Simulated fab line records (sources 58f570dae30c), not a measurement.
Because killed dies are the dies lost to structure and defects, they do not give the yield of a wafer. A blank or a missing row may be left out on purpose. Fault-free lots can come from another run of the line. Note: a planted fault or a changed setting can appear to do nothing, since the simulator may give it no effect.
A single fault, viewed from 2 desks -- flow berkeley cmos170 -- each desk holds nothing but its own numbers, with what lay behind them at the end

## FOR THE TOOL OWNER'S DESK: litho track-01
For each lot that ran on this tool, the mean over its sampled wafers that have a number, from the tool's own readings at UCB170_GATE_COAT_06. A lot is out of limits, marked OUT, if its mean lies more than 4 standard deviations from the usual mean; the brackets give that distance.
Columns: A = spin speed rpm at UCB170_GATE_COAT_06, usual 2999.8 rpm
lot,first seen here,A
L725,day 7 09:14,2999.5
L730,day 9 00:04,2998.6
L734,day 9 10:47,2998.3
L738,day 10 09:41,2934.7 (-31) OUT
L741,day 10 22:04,2937.7 (-30) OUT
This desk finds L738, L741 out of limits, L738 being first, at day 10 09:41 (spin speed rpm at UCB170_GATE_COAT_06). L725, L730, L734 stayed within limits.

## METROLOGY DESK
What the gauges read for every lot (on any tool): the sampled wafers with a number, averaged. A lot is out of limits, marked OUT, if its mean lies more than 4 standard deviations from the usual mean; the brackets give that distance.
Columns: A = cd nm at UCB170_NLDD_CD_MEAS_06, usual 1199.6 nm
lot,first seen here,A
L726,day 7 14:27,1198.3
L725,day 7 15:07,1199.5
L728,day 7 15:35,1201.5
L730,day 9 07:31,1200.2
L732,day 9 07:57,1200.9
L729,day 9 08:04,1202.2
L734,day 9 17:22,1198.5
L735,day 10 00:04,1200.1
L738,day 10 14:24,1198.6
L741,day 11 07:40,1199.7
L742,day 11 14:54,1200.0
L747,day 12 03:02,1197.2
L745,day 12 03:29,1201.0
L748,day 12 04:19,1201.4
Finding of this desk: none of the 14 lots has anything out of limits.

## PUT TOGETHER
The tool owner's desk could have raised an alarm at day 10 09:41, on L738, L741.
The metrology desk saw nothing out of limits.
The metrology desk holds a record of L738, L741, inside its limits.
UCB170_GATE_COAT_06 was run on litho track-01 by each of the lots named.

## WHAT THE SIMULATOR PUT IN
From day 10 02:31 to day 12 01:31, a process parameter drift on litho track-01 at UCB170_GATE_COAT_06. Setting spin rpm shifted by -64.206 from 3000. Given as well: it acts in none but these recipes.
Lots struck among those shown: L738, L741.
Time in hours from fault onset to the first out-of-limits reading at each desk: the tool owner's desk, 7.
